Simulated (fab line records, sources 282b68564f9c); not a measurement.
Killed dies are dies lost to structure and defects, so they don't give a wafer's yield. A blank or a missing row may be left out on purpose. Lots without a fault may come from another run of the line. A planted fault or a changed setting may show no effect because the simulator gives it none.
A struck lot beside a sound one | flow rit_cmos | 22 steps out of a route of 202
Sound: wafers L104.1, L104.2, L104.6. Struck: wafers L992.1, L992.4, L992.5. The cause comes at the end.
At each step with rows: each side's tool, then ch and its chambers, then its first start. Under that, the readings that differ: sound wafers | struck wafers | difference of the means | sigmas: that difference in standard deviations of wafers without a fault.
alike: readings whose means differ by less than 2 such deviations, and words and numbers that are the same on both sides. not compared: withheld readings, readings that some wafer has no value for, bounds like >300 that may hide the same value, and numbers for which the record gives no deviation and whose values overlap.
The two part at a step that has a row with sigmas, a row that says differs or no value, or rows on one side only. Numbers that don't overlap but have no deviation are shown without sigmas and don't part them. A reading that every wafer of one side lacks parts them only if that side has two wafers or more.

first, 2 steps without rows for these wafers: RIT_NSD_HARDBAKE_07 (time 60 s); RIT_NSD_IMPLANT_08.
RIT_NSD_STRIP_09: strips in O2, time 180 s.
  sound on plasma_asher-03 ch 0,1, day 7 13:10; struck on plasma_asher-02 ch 0,1, day 4 19:28
  alike: drypump_motor_current_A
  not compared: rf_hours_counter_h
RIT_NSD_TW_MEAS_10:
  sound on film_metro-02, day 7 13:20; struck on film_metro-04, day 4 19:38
  reading | sound          | struck         | difference | sigmas
  NSD_TW  | 3195 3183 3184 | 3121 3116 3121 | -68        | -3
then, 6 steps without rows for these wafers: RIT_PSD_HMDS_00 (prime time 60 s); RIT_PSD_COAT_01 (resist thk 1000 nm); RIT_PSD_SOFTBAKE_02 (time 60 s); RIT_PSD_EXPOSE_03 (exposes mask M10, target cd 40900 nm); RIT_PSD_PEB_04; RIT_PSD_DEVELOP_05 (develop time 50 s).
RIT_PSD_OVL_MEAS_06:
  sound on overlay-02, day 7 14:22; struck on overlay-02, day 4 20:40
  alike: PSD_OVL
then, 1 step without rows for these wafers: RIT_PSD_HARDBAKE_07 (time 60 s).
RIT_PSD_IMPLANT_08:
  sound on implanter-01 ch 0, day 7 14:34; struck on implanter-02 ch 0, day 4 20:52
  reading                   | sound                | struck               | difference | sigmas
  beam_energy_keV           | 27.005 26.985 26.999 | 18.899 18.904 18.902 | -8.095     | -99 or more
  model.implant.rp_nm (nm)  | 21.83 21.83 21.83    | 16.25 16.25 16.25    | -5.58      |
  model.implant.drp_nm (nm) | 12.05 12.05 12.05    | 9.371 9.371 9.371    | -2.679     |
  alike: faraday_current_uA
RIT_PSD_STRIP_09: strips in O2, time 180 s.
  sound on plasma_asher-02 ch 0,1, day 7 14:43; struck on plasma_asher-02 ch 0, day 4 21:01
  alike: drypump_motor_current_A
  not compared: rf_hours_counter_h
RIT_PSD_TW_MEAS_10:
  sound on film_metro-01, day 7 14:53; struck on film_metro-04, day 4 21:11
  reading | sound          | struck         | difference | sigmas
  PSD_TW  | 3417 3435 3383 | 3122 3123 3123 | -289       | -13
then, 3 steps without rows for these wafers: RIT_SDANNEAL_CLEAN_00 (cleans in SC1, time 600 s); RIT_SDANNEAL_CLEAN_01 (cleans in dHF, time 30 s); RIT_SDANNEAL_CLEAN_02 (cleans in SC2, time 600 s).
RIT_SDANNEAL_RTA_03: time 5 s.
  sound on rtp_anneal-02 ch 0, day 7 15:19; struck on rtp_anneal-02 ch 0, day 4 21:37
  alike: wafer_temp_C_max
RIT_SDANNEAL_RS_MEAS_04: measures by four-point-probe.
  sound on film_metro-04, day 7 15:22; struck on film_metro-04, day 4 21:40
  reading         | sound                | struck               | difference | sigmas
  PSD_RS (ohm/sq) | 116.18 115.85 116.07 | 138.10 138.18 138.07 | +22.08     | +85
RIT_SDANNEAL_RS_MEAS_05: measures by four-point-probe.
  sound on film_metro-04, day 7 15:29; struck on film_metro-04, day 4 21:47
  reading         | sound             | struck            | difference | sigmas
  NSD_RS (ohm/sq) | 83.27 83.52 82.95 | 84.01 83.86 83.81 | +0.65      | +3
RIT_M1_PROBE_99:
  sound on prober-01, day 7 22:47; struck on prober-02, day 5 05:22
  reading                                 | sound             | struck               | difference | sigmas
  model.etest.contact_pplus.end_ohm_um    | 41.82 43.23 43.43 | 62.61 61.27 59.69    | +18.36     |
  model.etest.nwell_pinched.rs_ohm_sq     | 341.2 335.3 336.1 | 333.5 327.6 331.5    | -6.7       |
  model.etest.diode_pplus_nwell.bv_v (V)  | 6.73 6.624 6.669  | 6.198 6.128 6.135    | -0.521     |
  model.etest.vpnp.gain                   | 1.084 1.057 1.053 | 0.8176 0.8015 0.8163 | -0.2529    |
  model.etest.diode_pplus_nwell.cj_ff_um2 | 1.67 1.697 1.693  | 1.895 1.899 1.893    | +0.209     |
  model.etest.diode_pplus_comb.cj_ff_um2  | 1.99 1.998 1.992  | 2.174 2.192 2.182    | +0.189     |
  model.etest.pmos_0p15.bv_v (V)          | 5.706 5.675 5.651 | 5.578 5.502 5.519    | -0.144     |
  alike: killed_at_contacts, killed_at_front_end, killed_dies, killed_open, killed_short
  not compared: model.etest.pmos_0p15.junction_log10_a_um

WHERE THEY PART
First at RIT_NSD_TW_MEAS_10; last, within this record, at RIT_SDANNEAL_RS_MEAS_05. Later steps at which nothing parts them and some readings are alike: RIT_M1_PROBE_99.

WHY: what the simulator had put in
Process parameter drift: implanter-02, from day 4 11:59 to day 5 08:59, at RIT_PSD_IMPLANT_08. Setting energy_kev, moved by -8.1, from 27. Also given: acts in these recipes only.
